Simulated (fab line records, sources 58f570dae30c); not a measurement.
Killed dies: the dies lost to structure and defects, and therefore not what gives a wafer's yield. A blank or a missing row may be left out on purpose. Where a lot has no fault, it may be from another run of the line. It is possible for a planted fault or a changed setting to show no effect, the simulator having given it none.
Problem report in the 8D (eight disciplines) form, filled by code	flow berkeleyCmos170	the parts of the form that need people (team, actions taken, sign-off) are left out

1. THE PROBLEM
Wafers free of any fault read 378.9 (standard deviation 1.9) for PWELL_TW at UCB170_PWELL_TW_MEAS_17, against a mean of 363.8 on 6 wafers of 2 lots. That puts it -8.0 standard deviations away from the usual mean.
First observed at day 5 21:52: wafer L662.2, on filmMetro-01. The record holds 42 wafers of 14 lots with a number at this step. Rule for "out", or "out of limits": more than 4 standard deviations from the usual mean. Any other wafer with a number is counted as sound.

2. WHAT THIS IS AND IS NOT
question	is	is not
which readings at this step	PWELL_TW	-
which lots	L662, L665	L651, L652, L653, L654, L655, L658, L660, L663, L668, L670, L671, L674
which wafers of those lots	all that have a number	-
read on which gauges	filmMetro-01	filmMetro-02, filmMetro-04
when	from day 5 21:52	up to then (24 sound wafers); but 12 sound wafers of L668, L670, L671, L674 came after

3. SUSPECTS, AND WHAT RULES EACH OUT
Counting: any tool at a process step up to the reading is kept as a suspect provided that every lot that is out went through it and no sound lot did after the first of them.
- the gauge at UCB170_PWELL_TW_MEAS_17: ruled out. All the wafers that are out were read on filmMetro-01, but those of them that UCB170_PWELL_IMPLANT_15 has rows for are out there too, on other tools.
- implanter-03 at UCB170_PWELL_IMPLANT_15: kept. Every lot that is out went through it, starting with L662 (day 5 21:38), and after that it ran no sound lot; the last sound lot it ran before then is L660 (day 5 08:08). Its own doseIonsCm2, faradayCurrentUA readings are out on those wafers.
After counting, what remains is implanter-03 at UCB170_PWELL_IMPLANT_15.

4. THE CAUSE (what the simulator had put in)
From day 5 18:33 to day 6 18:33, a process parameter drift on implanter-03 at UCB170_PWELL_IMPLANT_15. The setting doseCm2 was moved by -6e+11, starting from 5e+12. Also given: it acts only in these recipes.
This tool alone remained once counting was done.

5. THE CHAIN OF EFFECTS, in route order
Each row: a reading where the mean over the struck wafers with a number is more than 3 standard deviations away from the usual. Only readings whose record carries a usual standard deviation are examined. hours: median over the lots of the time between each lot's start at the first step of this table that gives one and its start at this step. sigmas: the change, counted in usual standard deviations.
hours	step	reading	usual	on struck wafers	change	sigmas
0	UCB170_PWELL_IMPLANT_15	doseIonsCm2	4.999e+12	4.398e+12	-6.015e+11	-99 or more
0	UCB170_PWELL_IMPLANT_15	faradayCurrentUA	15.8	13.8	-2.0	-6.1
0	UCB170_PWELL_TW_MEAS_17	PWELL_TW	378.9	363.8	-15.1	-8.0
Process steps it contains:
- UCB170_PWELL_IMPLANT_15
Later measuring or inspecting steps at which every struck wafer that the step has a row for has a number for every such reading, and none has moved that far: UCB170_PLDD_OVL_MEAS_07, UCB170_NLDD_CD_MEAS_06.

6. WHAT WOULD HAVE CAUGHT IT SOONER
In this record the first reading out of limits at a measuring or inspecting step was taken at day 5 21:52, 3 hours after the fault began at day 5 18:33.
Tool's own readings at UCB170_PWELL_IMPLANT_15, doseIonsCm2, faradayCurrentUA: out on all struck wafers the step has rows for; an alarm limit on them would have tripped on the first.
L665, from the lots that are out (2), started UCB170_PWELL_IMPLANT_15 on implanter-03 later than day 5 21:52. A tool hold placed at that time would have kept it from harm.
